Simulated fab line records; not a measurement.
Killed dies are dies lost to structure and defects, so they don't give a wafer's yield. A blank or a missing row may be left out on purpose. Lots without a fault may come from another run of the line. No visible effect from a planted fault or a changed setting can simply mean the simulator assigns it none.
fab line records | flow rit-cmos
[record] lots = 5 wafers = 27
route steps=202 shown ACTIVE@2 FOX1@20 FOX2@23 GATE@84 SPACER@128
start-h: hours from the record's opening day to when the first of the lot's shown wafers began | wait-h: hours since the lot's step before | " as in the row above | L1.1+2: one row covering several wafers at once | - value missing, or start not given | * or withheld: withheld | < > ~ a bound
route shown NAME@n: NAME is a module with steps in the file, n the number in the route of the first one | usual: the fault-free wafers' mean and standard deviation | same: alike in all rows | chamber/n: place in a boat | sites: each site's reading | _std_site: the values' standard deviation | _edge_site: inner sites' mean taken away from outer sites' mean | radius-mm: how far each site lies from the wafer's centre | mask NAME#n: copy n | behind: tool/chamber where the wafer was last shaped | hold: the reason the lot was held/the length of the hold in hours/how it ended | device: which transistor (n, p or np) failed to switch | end of line: the same wafers' tests at the end of the route | where a step has no rows: the recipe by itself | killed: at the first sort, the dies lost to defects and structure; wafer yield is something else | map: the dies of a wafer, with x for killed, . for not killed, _ for no die there
set.NAME: the run value of the setting; set.NAME@STEP: its run value at that earlier step | model.NAME: the simulator's own value behind a step, which no gauge read
lots run with intentionally changed settings; tables by step, rows by wafer
[[steps]]
[step RIT_ACTIVE_OXIDATION_01]
[recipe] temp-c = 1000 ambient = O2 target-thk-a = 468 ox-time-s = 3360
// columns lot.wafer tool chamber start-h wait-h set.ox-time-s model.SiO2_of_ACTIVE_OXIDATION_01.thk-nm
L074.1 - - - 0.1 3360 47.25
L074.2+4 " - " " 3360 47.27
L074.3 " - " " 3360 46.14
L074.5 " - " " 3360 47.51
L074.6 " - " " 3360 47.26
L075.1 - - - 0.3 2443 36.98
L075.2 " - " " 2443 37.33
L075.3 " - " " 2443 36.95
L075.4 " - " " 2443 37.54
L075.5 " - " " 2443 37.21
L075.6 " - " " 2443 36.4
L076.1 - - - 0.1 3360 47.47
L076.2 " - " " 3360 48.2
L076.3 " - " " 3360 48.3
L076.4 " - " " 3360 47.71
L076.5 " - " " 3360 47.7
L076.6 " - " " 3360 47.16
L083.1 - - - 1.2 2082 35.78
L083.2 " - " " 2082 36.18
L083.3 " - " " 2082 35.4
L083.4 " - " " 2082 35.61
L083.5 " - " " 2082 35.99
L083.6 " - " " 2082 35.84
L085.1 furnace-04 0 65.12 0.1 3360 45.39
L085.2 " 0 " " 3360 45.83
L085.3 " 0 " " 3360 46.55
[step RIT_ACTIVE_THK_MEAS_02]
[recipe] reads = SiO2_of_ACTIVE_OXIDATION_01
[usual] ACTIVE_OXIDE_THK = 46.6/0.83
// columns lot.wafer tool chamber start-h wait-h set.ox-time-s@ACTIVE_OXIDATION_01 ACTIVE_OXIDE_THK[nm]
L074.1 film-metro-04 - - - 3360 47.3
L074.2 " - " " 3360 47.2
L074.3 " - " " 3360 46.1
L074.4 " - " " 3360 47.3
L074.5 " - " " 3360 47.5
L074.6 " - " " 3360 47.2
L075.1 film-metro-02 - - - 2443 37.0
L075.2 " - " " 2443 37.3
L075.3 " - " " 2443 36.9
L075.4 " - " " 2443 37.6
L075.5 " - " " 2443 37.2
L075.6 " - " " 2443 36.4
L076.1 film-metro-04 - - - 3360 47.5
L076.2 " - " " 3360 48.2
L076.3 " - " " 3360 48.3
L076.4 " - " " 3360 47.7
L076.5 " - " " 3360 47.7
L076.6 " - " " 3360 47.2
L083.1 film-metro-02 - - - 2082 35.8
L083.2 " - " " 2082 36.2
L083.3 " - " " 2082 35.4
L083.4 " - " " 2082 35.7
L083.5 " - " " 2082 36.0
L083.6 " - " " 2082 35.9
L085.1 film-metro-02 - 67.05 0.0 3360 45.4
L085.2 " - " " 3360 45.8
L085.3 " - " " 3360 46.6
[step RIT_ACTIVE_CVD_03]
[recipe] material = Si3N4 target-thk-nm = 150 temp-c = 810 precursor = SiH2Cl2/NH3 time-s = 1500 pressure-mtorr = 300 sih2cl2-flow-sccm = 60 nh3-flow-sccm = 150
[step RIT_ACTIVE_HARDBAKE_12]
[recipe] resist = NOVOLAK temp-c = 140 time-s = 60
[step RIT_ACTIVE_ETCH_13]
[recipe] stop-on = SiO2 chemistry = SF6 target = Si3N4 time-s = 210 over-etch-frac = 0.4 SF6_flow_sccm = 200 pressure-mtorr = 260 rf-w = 125 target-depth-a = 2100
// columns lot.wafer tool chamber start-h wait-h set.ox-time-s@ACTIVE_OXIDATION_01 model.SiO2_of_ACTIVE_OXIDATION_01.thk-nm
L074.1 rie-diel-01 2 14.71 0.1 3360 46.84
L074.2 " 1 " " 3360 45.63
L074.3 " 0 " " 3360 45.8
L074.4 " 3 " " 3360 47.27
L074.5 " 3 " " 3360 47.51
L074.6 " 2 " " 3360 46.85
L075.1 rie-diel-04 0 20.03 0.1 2443 35.83
L075.2 " 3 " " 2443 34.97
L075.3 " 1 " " 2443 36.03
L075.4 " 2 " " 2443 37.54
L075.5 " 2 " " 2443 37.21
L075.6 " 3 " " 2443 34.04
L076.1 rie-diel-03 2 24.71 0.1 3360 45.39
L076.2 " 0 " " 3360 48.06
L076.3 " 1 " " 3360 48.3
L076.4 " 3 " " 3360 47.71
L076.5 " 1 " " 3360 47.7
L076.6 " 0 " " 3360 47.02
L083.1 rie-diel-04 3 61.19 0.1 2082 33.41
L083.2 " 2 " " 2082 36.18
L083.3 " 1 " " 2082 34.48
L083.4 " 0 " " 2082 34.47
L083.5 " 3 " " 2082 33.64
L083.6 " 0 " " 2082 34.71
L085.1 rie-diel-01 0 69.71 0.1 3360 45.05
L085.2 " 1 " " 3360 44.21
L085.3 " 2 " " 3360 46.15
[step RIT_FOX1_OXIDATION_00]
[recipe] temp-c = 1100 ambient = H2O target-thk-a = 3507 p-h2o-torr = 720 ox-time-s = 1130
// columns lot.wafer tool chamber start-h wait-h set.ox-time-s model.SiO2_of_FOX1_OXIDATION_00.thk-nm
L074.1 - - - 0.9 1554 429.5
L074.2 " - " " 1554 429.1
L074.3 " - " " 1554 426.7
L074.4 " - " " 1554 422.2
L074.5 " - " " 1554 422
L074.6 " - " " 1554 428.9
L075.1 - - - 0.9 1755 459.4
L075.2+4 " - " " 1755 464.6
L075.3 " - " " 1755 460.6
L075.5 " - " " 1755 466.6
L075.6 " - " " 1755 459.8
L076.1 - - - 0.0 1130 349.4
L076.2 " - " " 1130 363.7
L076.3 " - " " 1130 347.6
L076.4 " - " " 1130 349.3
L076.5 " - " " 1130 358.3
L076.6 " - " " 1130 355.1
L083.1 - - - 0.1 1371 397.9
L083.2 " - " " 1371 396.6
L083.3+5 " - " " 1371 401.3
L083.4 " - " " 1371 400.9
L083.6 " - " " 1371 398.3
L085.1 furnace-03 0 70.54 0.0 1130 359.8
L085.2 " 0 " " 1130 368.6
L085.3 " 0 " " 1130 362.9
[step RIT_FOX1_THK_MEAS_01]
[recipe] reads = SiO2_of_FOX1_OXIDATION_00
[usual] FOX1_OXIDE_THK = 355/6.6
// columns lot.wafer tool chamber start-h wait-h set.ox-time-s@FOX1_OXIDATION_00 FOX1_OXIDE_THK[nm]
L074.1 film-metro-02 - - - 1554 429
L074.2 " - " " 1554 429
L074.3 " - " " 1554 426
L074.4 " - " " 1554 422
L074.5 " - " " 1554 422
L074.6 " - " " 1554 429
L075.1 film-metro-02 - - - 1755 460
L075.2 " - " " 1755 465
L075.3 " - " " 1755 461
L075.4 " - " " 1755 465
L075.5 " - " " 1755 466
L075.6 " - " " 1755 460
L076.1 film-metro-03 - - - 1130 350
L076.2 " - " " 1130 364
L076.3 " - " " 1130 348
L076.4 " - " " 1130 349
L076.5 " - " " 1130 359
L076.6 " - " " 1130 355
L083.1 film-metro-03 - - - 1371 398
L083.2 " - " " 1371 397
L083.3 " - " " 1371 402
L083.4 " - " " 1371 401
L083.5 " - " " 1371 402
L083.6 " - " " 1371 398
L085.1 film-metro-01 - 71.85 0.0 1130 360
L085.2 " - " " 1130 368
L085.3 " - " " 1130 363
[step RIT_FOX1_WET_ETCH_02]
[recipe] chemistry = BOE target-depth-nm = 350 time-s = 390 temp-c = 21.5 dry = n2-spin dilution = 10:1 target = SiO2
[step RIT_FOX2_OXIDATION_00]
[recipe] temp-c = 1100 ambient = H2O target-thk-a = 3507 p-h2o-torr = 720 ox-time-s = 1130
[step RIT_FOX2_CLEAN_02]
[recipe] chemistry = dHF dilution = 50:1 time-s = 180
[step RIT_FOX2_WET_ETCH_03]
[recipe] chemistry = H3PO4 target = Si3N4 target-depth-nm = 195 temp-c = 165 time-s = 2700
// columns lot.wafer tool chamber start-h wait-h set.ox-time-s@ACTIVE_OXIDATION_01 model.SiO2_of_ACTIVE_OXIDATION_01.thk-nm
L074.1 wet-bench-02 3 19.32 0.0 3360 41.59
L074.2 " 3 " " 3360 40.56
L074.3 " 3 " " 3360 40.67
L074.4 " 3 " " 3360 41.99
L074.5 " 3 " " 3360 42.2
L074.6 " 3 " " 3360 41.62
L075.1 wet-bench-04 1 24.67 0.0 2443 31.91
L075.2 " 1 " " 2443 31.15
L075.3 " 1 " " 2443 32.09
L075.4 " 1 " " 2443 33.47
L075.5 " 1 " " 2443 33.13
L075.6 " 1 " " 2443 30.33
L076.1 wet-bench-03 3 28.49 0.0 3360 40.41
L076.2 " 3 " " 3360 42.8
L076.3 " 3 " " 3360 43.03
L076.4 " 3 " " 3360 42.49
L076.5 " 3 " " 3360 42.47
L076.6 " 3 " " 3360 41.87
L083.1 wet-bench-03 2 65.35 0.0 2082 29.69
L083.2 " 2 " " 2082 32.16
L083.3 " 2 " " 2082 30.65
L083.4 " 2 " " 2082 30.64
L083.5 " 2 " " 2082 29.91
L083.6 " 2 " " 2082 30.86
L085.1 wet-bench-04 0 73.50 0.0 3360 40.16
L085.2 " 0 " " 3360 39.45
L085.3 " 0 " " 3360 41.16
[step RIT_GATE_CVD_08]
[recipe] material = poly-Si target-thk-nm = 250 temp-c = 610 precursor = SiH4 time-s = 2220 pressure-mtorr = 300 sih4-flow-sccm = 100
// columns lot.wafer tool chamber start-h wait-h set.time-s model.poly-Si_of_GATE_CVD_08.thk-nm
L074.1 - - - 0.1 2220 253.9
L074.2 " - " " 2220 253.6
L074.3 " - " " 2220 253.2
L074.4 " - " " 2220 252.4
L074.5 " - " " 2220 251
L074.6 " - " " 2220 251.8
L075.1 - - - 0.1 2220 249.6
L075.2 " - " " 2220 248.8
L075.3 " - " " 2220 248.3
L075.4 " - " " 2220 246.8
L075.5 " - " " 2220 250.1
L075.6 " - " " 2220 248.9
L076.1 - - - 0.1 2220 246.3
L076.2 " - " " 2220 246.5
L076.3 " - " " 2220 248.4
L076.4 " - " " 2220 247.5
L076.5 " - " " 2220 247
L076.6 " - " " 2220 245.1
L083.1 - - - 0.1 3294 370.7
L083.2 " - " " 3294 372.9
L083.3 " - " " 3294 370.5
L083.4 " - " " 3294 371
L083.5 " - " " 3294 372.4
L083.6 " - " " 3294 372.8
L085.1 lpcvd-02 1 88.44 0.1 2220 247.2
L085.2 " 1 " " 2220 246.5
L085.3 " 1 " " 2220 247.7
[step RIT_GATE_THK_MEAS_09]
[recipe] reads = poly-Si_of_GATE_CVD_08
[usual] GATE_POLY_THK = 248.7/2.3
// columns lot.wafer tool chamber start-h wait-h set.time-s@GATE_CVD_08 GATE_POLY_THK[nm]
L074.1 film-metro-03 - - - 2220 254.2
L074.2 " - " " 2220 253.7
L074.3 " - " " 2220 253.0
L074.4 " - " " 2220 252.3
L074.5 " - " " 2220 251.0
L074.6 " - " " 2220 251.8
L075.1 film-metro-04 - - - 2220 249.7
L075.2 " - " " 2220 249.0
L075.3 " - " " 2220 248.4
L075.4 " - " " 2220 246.9
L075.5 " - " " 2220 250.0
L075.6 " - " " 2220 249.0
L076.1 film-metro-03 - - - 2220 246.0
L076.2 " - " " 2220 246.7
L076.3 " - " " 2220 248.3
L076.4 " - " " 2220 247.4
L076.5 " - " " 2220 247.3
L076.6 " - " " 2220 245.0
L083.1 film-metro-04 - - - 3294 370.6
L083.2 " - " " 3294 372.9
L083.3 " - " " 3294 370.8
L083.4 " - " " 3294 371.3
L083.5 " - " " 3294 372.4
L083.6 " - " " 3294 372.8
L085.1 film-metro-01 - 90.06 0.0 2220 246.9
L085.2 " - " " 2220 246.5
L085.3 " - " " 2220 247.6
[step RIT_GATE_HMDS_10]
[recipe] prime-time-s = 60 prime-temp-c = 140
[step RIT_GATE_COAT_11]
[recipe] resist = NOVOLAK spin-rpm = 4250 resist-thk-nm = 850
[step RIT_GATE_HARDBAKE_18]
[recipe] resist = NOVOLAK temp-c = 140 time-s = 60
[step RIT_GATE_ETCH_19]
[recipe] chemistry = SF6/CHF3/O2 time-s = 165 SF6_flow_sccm = 30 CHF3_flow_sccm = 30 O2_flow_sccm = 5 target = poly-Si pressure-mtorr = 40 rf-w = 160 target-depth-a = 3125 over-etch-frac = 0.25 stop-on = SiO2
[usual] oes-product-au = 0.845/0.013
// columns lot.wafer tool chamber start-h wait-h set.time-s@GATE_CVD_08 oes-product-au model.GATE.feature-depth-nm model.etch.depth-nm
L074.1 rie-si-01 2 37.08 0.1 2220 0.851 253.9 253.9
L074.2 " 3 " " 2220 0.850 253.6 253.6
L074.3 " 0 " " 2220 0.836 253.2 253.2
L074.4 " 1 " " 2220 0.866 252.4 252.4
L074.5 " 3 " " 2220 0.847 251 251
L074.6 " 2 " " 2220 0.850 251.8 251.8
L075.1 rie-si-02 1 42.06 0.1 2220 0.851 249.6 249.6
L075.2 " 0 " " 2220 0.861 248.8 248.8
L075.3 " 2 " " 2220 0.834 248.3 248.3
L075.4 " 3 " " 2220 0.841 246.8 246.8
L075.5 " 2 " " 2220 0.849 250.1 250.1
L075.6 " 3 " " 2220 0.851 248.9 248.9
L076.1 rie-si-01 2 49.19 0.1 2220 0.840 246.3 246.3
L076.2 " 1 " " 2220 0.848 246.5 246.5
L076.3 " 0 " " 2220 0.831 248.4 248.4
L076.4 " 3 " " 2220 0.840 247.5 247.5
L076.5 " 2 " " 2220 0.837 247 247
L076.6 " 1 " " 2220 0.846 245.1 245.1
L083.1 rie-si-02 3 82.99 0.1 3294 0.983 303.7 303.7
L083.2 " 0 " " 3294 0.999 305.2 305.2
L083.3 " 2 " " 3294 0.975 308.5 308.5
L083.4 " 1 " " 3294 0.989 307.3 307.3
L083.5 " 0 " " 3294 0.998 304.5 304.5
L083.6 " 3 " " 3294 0.985 304.1 304.1
L085.1 rie-si-02 3 91.31 0.1 2220 0.840 247.2 247.2
L085.2 " 2 " " 2220 0.828 246.5 246.5
L085.3 " 0 " " 2220 0.866 247.7 247.7
[step RIT_SPACER_CVD_03]
[recipe] material = Si3N4 target-thk-nm = 250 temp-c = 810 precursor = SiH2Cl2/NH3 time-s = 3300 pressure-mtorr = 300 sih2cl2-flow-sccm = 60 nh3-flow-sccm = 150
// columns lot.wafer tool chamber start-h wait-h set.time-s model.Si3N4_of_SPACER_CVD_03.thk-nm
L074.1 - - - 0.0 4971 377.2
L074.2 " - " " 4971 373.7
L074.3 " - " " 4971 376
L074.4 " - " " 4971 375.6
L074.5 " - " " 4971 373.5
L074.6 " - " " 4971 377.1
L075.1 - - - 0.1 4108 311.3
L075.2 " - " " 4108 313.6
L075.3 " - " " 4108 314
L075.4+6 " - " " 4108 312.3
L075.5 " - " " 4108 313.5
L076.1 - - - 0.0 5154 390.5
L076.2 " - " " 5154 390.1
L076.3 " - " " 5154 390.6
L076.4 " - " " 5154 388.4
L076.5 " - " " 5154 389.5
L076.6 " - " " 5154 390.4
L083.1+5+6 - - - 0.0 3300 251.2
L083.2 " - " " 3300 252.1
L083.3 " - " " 3300 251.5
L083.4 " - " " 3300 251.9
L085.1 lpcvd-02 0 98.18 0.0 3300 251
L085.2 " 0 " " 3300 252.2
L085.3 " 0 " " 3300 252.5
[step RIT_SPACER_THK_MEAS_04]
[recipe] reads = Si3N4_of_SPACER_CVD_03
[usual] SPACER_NITRIDE_THK = 249.0/2.5
// columns lot.wafer tool chamber start-h wait-h set.time-s@SPACER_CVD_03 SPACER_NITRIDE_THK[nm]
L074.1 film-metro-01 - - - 4971 377.3
L074.2 " - " " 4971 373.6
L074.3 " - " " 4971 376.3
L074.4 " - " " 4971 375.8
L074.5 " - " " 4971 373.7
L074.6 " - " " 4971 377.3
L075.1 film-metro-01 - - - 4108 311.3
L075.2 " - " " 4108 313.8
L075.3 " - " " 4108 313.9
L075.4 " - " " 4108 312.1
L075.5 " - " " 4108 313.6
L075.6 " - " " 4108 312.1
L076.1 film-metro-03 - - - 5154 390.4
L076.2 " - " " 5154 389.8
L076.3 " - " " 5154 390.4
L076.4 " - " " 5154 388.8
L076.5 " - " " 5154 389.4
L076.6 " - " " 5154 390.3
L083.1 film-metro-03 - - - 3300 251.4
L083.2 " - " " 3300 252.4
L083.3 " - " " 3300 251.4
L083.4 " - " " 3300 251.8
L083.5 " - " " 3300 251.1
L083.6 " - " " 3300 251.2
L085.1 film-metro-01 - 100.09 0.0 3300 251.1
L085.2 " - " " 3300 252.3
L085.3 " - " " 3300 252.4
[step RIT_SPACER_ETCHBACK_05]
[recipe] target-depth-a = 2500 SF6_flow_sccm = 30 CHF3_flow_sccm = 30 target = Si3N4 chemistry = SF6/CHF3 pressure-mtorr = 40 rf-w = 250 time-s = 240 stop-on = SiO2
// columns lot.wafer tool chamber start-h wait-h set.time-s@SPACER_CVD_03 model.Si3N4_of_SPACER_CVD_03.thk-nm
L074.1 rie-diel-02 1 45.81 0.1 4971 298.7
L074.2 " 2 " " 4971 294.1
L074.3+6 " 0 " " 4971 296.9
L074.4 " 3 " " 4971 296
L074.5 " 1 " " 4971 295.7
L075.1 rie-diel-01 1 51.69 0.1 4108 242.4
L075.2 " 3 " " 4108 248
L075.3 " 0 " " 4108 247.3
L075.4 " 2 " " 4108 244.8
L075.5 " 0 " " 4108 246.5
L075.6 " 3 " " 4108 246
L076.1 rie-diel-03 2 57.90 0.1 5154 305.4
L076.2 " 0 " " 5154 304.6
L076.3 " 3 " " 5154 306
L076.4 " 1 " " 5154 303.2
L076.5 " 2 " " 5154 304.8
L076.6 " 1 " " 5154 304.9
L083.1+2 rie-diel-03 3,0 91.73 0.1 3300 196.8
L083.3 " 1 " " 3300 196.1
L083.4+5 " 1,0 " " 3300 196.2
L083.6 " 3 " " 3300 196.9
L085.1 rie-diel-01 3 100.15 0.1 3300 198.2
L085.2 " 2 " " 3300 197.2
L085.3 " 1 " " 3300 198.1
[[key]]
[split] step = RIT_ACTIVE_OXIDATION_01 setting = ox-time-s stated = 3360 by = lot
[response] step = RIT_ACTIVE_OXIDATION_01 reading = model.SiO2_of_ACTIVE_OXIDATION_01.thk-nm change = +0.318 per = 1% r = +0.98
[response] step = RIT_ACTIVE_THK_MEAS_02 reading = ACTIVE_OXIDE_THK change = +0.318 per = 1% r = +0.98
[response] step = RIT_ACTIVE_ETCH_13 reading = model.SiO2_of_ACTIVE_OXIDATION_01.thk-nm change = +0.34 per = 1% r = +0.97
[response] step = RIT_FOX2_WET_ETCH_03 reading = model.SiO2_of_ACTIVE_OXIDATION_01.thk-nm change = +0.303 per = 1% r = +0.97
[split] step = RIT_FOX1_OXIDATION_00 setting = ox-time-s stated = 1130 by = lot
[response] step = RIT_FOX1_OXIDATION_00 reading = model.SiO2_of_FOX1_OXIDATION_00.thk-nm change = +1.89 per = 1% r = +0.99
[response] step = RIT_FOX1_THK_MEAS_01 reading = FOX1_OXIDE_THK change = +1.89 per = 1% r = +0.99
[split] step = RIT_GATE_CVD_08 setting = time-s stated = 2220 by = lot
[response] step = RIT_GATE_CVD_08 reading = model.poly-Si_of_GATE_CVD_08.thk-nm change = +2.54 per = 1% r = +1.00
[response] step = RIT_GATE_THK_MEAS_09 reading = GATE_POLY_THK change = +2.54 per = 1% r = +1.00
[response] step = RIT_GATE_ETCH_19 reading = oes-product-au change = +0.00294 per = 1% r = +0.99
[response] step = RIT_GATE_ETCH_19 reading = model.GATE.feature-depth-nm change = +1.17 per = 1% r = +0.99
[response] step = RIT_GATE_ETCH_19 reading = model.etch.depth-nm change = +1.17 per = 1% r = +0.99
[split] step = RIT_SPACER_CVD_03 setting = time-s stated = 3300 by = lot
[response] step = RIT_SPACER_CVD_03 reading = model.Si3N4_of_SPACER_CVD_03.thk-nm change = +2.45 per = 1% r = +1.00
[response] step = RIT_SPACER_THK_MEAS_04 reading = SPACER_NITRIDE_THK change = +2.45 per = 1% r = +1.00
[response] step = RIT_SPACER_ETCHBACK_05 reading = model.Si3N4_of_SPACER_CVD_03.thk-nm change = +1.94 per = 1% r = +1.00
